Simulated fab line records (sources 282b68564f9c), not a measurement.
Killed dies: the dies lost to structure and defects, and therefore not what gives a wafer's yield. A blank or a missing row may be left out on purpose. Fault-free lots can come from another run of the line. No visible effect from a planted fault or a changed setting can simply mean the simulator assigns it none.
Which tool is to blame? / flow rit-cmos / 42 wafers from 14 lots sampled at 4 of the route's 202 steps

WHAT THE GAUGES SHOWED, per wafer
RIT_PRETRO_OVL_MEAS_06.
lot=L426; measured=day 2 08:52; on=overlay-01; PRETRO_OVL (nm)=-1.9 -1.1 0.0
lot=L428; measured=day 2 19:44; on=overlay-01; PRETRO_OVL (nm)=-1.0 -1.7 -1.7
lot=L429; measured=day 3 00:47; on=overlay-02; PRETRO_OVL (nm)=-0.3 0.5 0.6
lot=L431; measured=day 3 10:54; on=overlay-01; PRETRO_OVL (nm)=-1.9 -3.2 -3.2
lot=L432; measured=day 3 14:42; on=overlay-01; PRETRO_OVL (nm)=-1.1 -0.6 0.2
lot=L433; measured=day 3 20:38; on=overlay-01; PRETRO_OVL (nm)=-4.2 -3.1 -3.2
lot=L434; measured=day 4 01:23; on=overlay-01; PRETRO_OVL (nm)=-0.6 -1.9 -1.7
lot=L435; measured=day 4 04:26; on=overlay-01; PRETRO_OVL (nm)=-1.7 -0.4 -3.0
lot=L437; measured=day 4 16:20; on=overlay-01; PRETRO_OVL (nm)=-0.6 -1.2 -2.7
lot=L438; measured=day 4 21:17; on=overlay-01; PRETRO_OVL (nm)=0.0 1.1 0.0
lot=L439; measured=day 5 02:51; on=overlay-02; PRETRO_OVL (nm)=-0.2 -1.2 -0.1
lot=L442; measured=day 5 17:50; on=overlay-02; PRETRO_OVL (nm)=-1.8 0.1 -1.2
lot=L443; measured=day 5 22:00; on=overlay-01; PRETRO_OVL (nm)=0.5 0.3 0.4
lot=L446; measured=day 6 11:28; on=overlay-02; PRETRO_OVL (nm)=-3.0 -2.1 -3.6

RIT_CONTACT_CD_MEAS_08: the cd target is 1000 nm.
lot=L426; measured=day 3 06:14; on=cd-sem-02; cd-nm (nm)=1007.2 1003.3 1004.7
lot=L428; measured=day 3 17:52; on=cd-sem-02; cd-nm (nm)=999.9 998.2 999.4
lot=L429; measured=day 4 00:01; on=cd-sem-02; cd-nm (nm)=1001.1 999.6 1001.4
lot=L431; measured=day 4 07:28; on=cd-sem-01; cd-nm (nm)=999.7 1001.4 1000.6
lot=L432; measured=day 4 15:28; on=cd-sem-02; cd-nm (nm)=997.8 999.3 998.9
lot=L433; measured=day 4 20:21; on=cd-sem-02; cd-nm (nm)=999.7 1002.6 999.8
lot=L434; measured=day 4 22:41; on=cd-sem-02; cd-nm (nm)=1001.8 1001.3 999.4
lot=L435; measured=day 5 02:34; on=cd-sem-02; cd-nm (nm)=996.0 997.8 997.7
lot=L437; measured=day 5 17:26; on=cd-sem-02; cd-nm (nm)=1002.0 997.6 998.3
lot=L438; measured=day 5 19:28; on=cd-sem-01; cd-nm (nm)=998.7 998.2 997.4
lot=L439; measured=day 6 00:53; on=cd-sem-01; cd-nm (nm)=997.8 994.2 997.4
lot=L442; measured=day 6 14:14; on=cd-sem-02; cd-nm (nm)=996.7 999.7 996.5
lot=L443; measured=day 6 18:05; on=cd-sem-01; cd-nm (nm)=1002.0 1001.4 1000.4
lot=L446; measured=day 7 14:14; on=cd-sem-01; cd-nm (nm)=998.6 1000.7 1000.0

TOOL THAT RAN EACH LOT (tool first, then ch and the chambers of the sampled wafers, then the start)
lot=L426; RIT_NWELL_STRIP_09=plasma-asher-01 ch 0,1, day 1 23:12; RIT_PRETRO_STRIP_09=plasma-asher-02 ch 0,1, day 2 09:20
lot=L428; RIT_NWELL_STRIP_09=plasma-asher-03 ch 0,1, day 2 09:53; RIT_PRETRO_STRIP_09=plasma-asher-02 ch 0,1, day 2 20:11
lot=L429; RIT_NWELL_STRIP_09=plasma-asher-01 ch 0, day 2 14:10; RIT_PRETRO_STRIP_09=plasma-asher-04 ch 0,1, day 3 01:13
lot=L431; RIT_NWELL_STRIP_09=plasma-asher-03 ch 0,1, day 3 00:35; RIT_PRETRO_STRIP_09=plasma-asher-02 ch 0,1, day 3 11:20
lot=L432; RIT_NWELL_STRIP_09=plasma-asher-04 ch 0,1, day 3 04:05; RIT_PRETRO_STRIP_09=plasma-asher-02 ch 0,1, day 3 15:08
lot=L433; RIT_NWELL_STRIP_09=plasma-asher-04 ch 0,1, day 3 10:25; RIT_PRETRO_STRIP_09=plasma-asher-02 ch 0,1, day 3 21:04
lot=L434; RIT_NWELL_STRIP_09=plasma-asher-04 ch 0,1, day 3 14:56; RIT_PRETRO_STRIP_09=plasma-asher-03 ch 0,1, day 4 01:49
lot=L435; RIT_NWELL_STRIP_09=plasma-asher-04 ch 0,1, day 3 18:40; RIT_PRETRO_STRIP_09=plasma-asher-04 ch 0,1, day 4 04:54
lot=L437; RIT_NWELL_STRIP_09=plasma-asher-03 ch 0,1, day 4 05:08; RIT_PRETRO_STRIP_09=plasma-asher-03 ch 0,1, day 4 16:46
lot=L438; RIT_NWELL_STRIP_09=plasma-asher-04 ch 0, day 4 11:19; RIT_PRETRO_STRIP_09=plasma-asher-02 ch 1, day 4 21:43
lot=L439; RIT_NWELL_STRIP_09=plasma-asher-01 ch 0,1, day 4 17:11; RIT_PRETRO_STRIP_09=plasma-asher-04 ch 0,1, day 5 03:17
lot=L442; RIT_NWELL_STRIP_09=plasma-asher-01 ch 0,1, day 5 07:52; RIT_PRETRO_STRIP_09=plasma-asher-03 ch 0,1, day 5 18:16
lot=L443; RIT_NWELL_STRIP_09=plasma-asher-03 ch 0,1, day 5 11:56; RIT_PRETRO_STRIP_09=plasma-asher-02 ch 0,1, day 5 22:26
lot=L446; RIT_NWELL_STRIP_09=plasma-asher-04 ch 0,1, day 6 01:44; RIT_PRETRO_STRIP_09=plasma-asher-02 ch 0,1, day 6 11:55
- RIT_NWELL_STRIP_09: strips in O2, time 180 s.
- RIT_PRETRO_STRIP_09: strips in O2, time 180 s.

AS READ BY THE TOOLS THEMSELVES (means over the sampled wafers that have a number; for cases with no such wafer, the mark the record gives instead)
RIT_NWELL_STRIP_09.
lot=L426; tool=plasma-asher-01; drypump-motor-current-A (A)=5.8
lot=L428; tool=plasma-asher-03; drypump-motor-current-A (A)=6.3
lot=L429; tool=plasma-asher-01; drypump-motor-current-A (A)=5.5
lot=L431; tool=plasma-asher-03; drypump-motor-current-A (A)=6.3
lot=L432; tool=plasma-asher-04; drypump-motor-current-A (A)=6.0
lot=L433; tool=plasma-asher-04; drypump-motor-current-A (A)=5.6
lot=L434; tool=plasma-asher-04; drypump-motor-current-A (A)=5.6
lot=L435; tool=plasma-asher-04; drypump-motor-current-A (A)=6.0
lot=L437; tool=plasma-asher-03; drypump-motor-current-A (A)=6.3
lot=L438; tool=plasma-asher-04; drypump-motor-current-A (A)=6.3
lot=L439; tool=plasma-asher-01; drypump-motor-current-A (A)=6.2
lot=L442; tool=plasma-asher-01; drypump-motor-current-A (A)=6.2
lot=L443; tool=plasma-asher-03; drypump-motor-current-A (A)=6.3
lot=L446; tool=plasma-asher-04; drypump-motor-current-A (A)=5.6

RIT_PRETRO_STRIP_09.
lot=L426; tool=plasma-asher-02; drypump-motor-current-A (A)=5.2
lot=L428; tool=plasma-asher-02; drypump-motor-current-A (A)=5.2
lot=L429; tool=plasma-asher-04; drypump-motor-current-A (A)=6.0
lot=L431; tool=plasma-asher-02; drypump-motor-current-A (A)=5.2
lot=L432; tool=plasma-asher-02; drypump-motor-current-A (A)=5.2
lot=L433; tool=plasma-asher-02; drypump-motor-current-A (A)=5.2
lot=L434; tool=plasma-asher-03; drypump-motor-current-A (A)=6.3
lot=L435; tool=plasma-asher-04; drypump-motor-current-A (A)=6.0
lot=L437; tool=plasma-asher-03; drypump-motor-current-A (A)=6.4
lot=L438; tool=plasma-asher-02; drypump-motor-current-A (A)=4.8
lot=L439; tool=plasma-asher-04; drypump-motor-current-A (A)=5.6
lot=L442; tool=plasma-asher-03; drypump-motor-current-A (A)=6.3
lot=L443; tool=plasma-asher-02; drypump-motor-current-A (A)=5.2
lot=L446; tool=plasma-asher-02; drypump-motor-current-A (A)=5.5

THE ANSWER, worked out from the rows above alone
Rule: the usual values come from the lots themselves. Put in order of their means at a reading, lots are off if they are a third of the lots or fewer, leave a main group of 4 or more, and stand apart from it by a gap of 3 or more times the standard deviation of the main group's means; of several such gaps the widest counts. A main group is skipped when, at the precision printed for the reading in the tables above, its means are all equal. Also off: a lot with no number at a reading for which 4 or more lots have one. Any other lot the step has rows for is counted as sound. The gauges are gone through in route order, then the tools' own readings, and for those a lot's mean is taken as printed above. At the first step where some lot is off, the reading lying furthest off is the one used; lots without a number count as furthest.
None of the lots is off at any reading shown; this tells nothing.

WHAT THE SIMULATOR HAD INSERTED
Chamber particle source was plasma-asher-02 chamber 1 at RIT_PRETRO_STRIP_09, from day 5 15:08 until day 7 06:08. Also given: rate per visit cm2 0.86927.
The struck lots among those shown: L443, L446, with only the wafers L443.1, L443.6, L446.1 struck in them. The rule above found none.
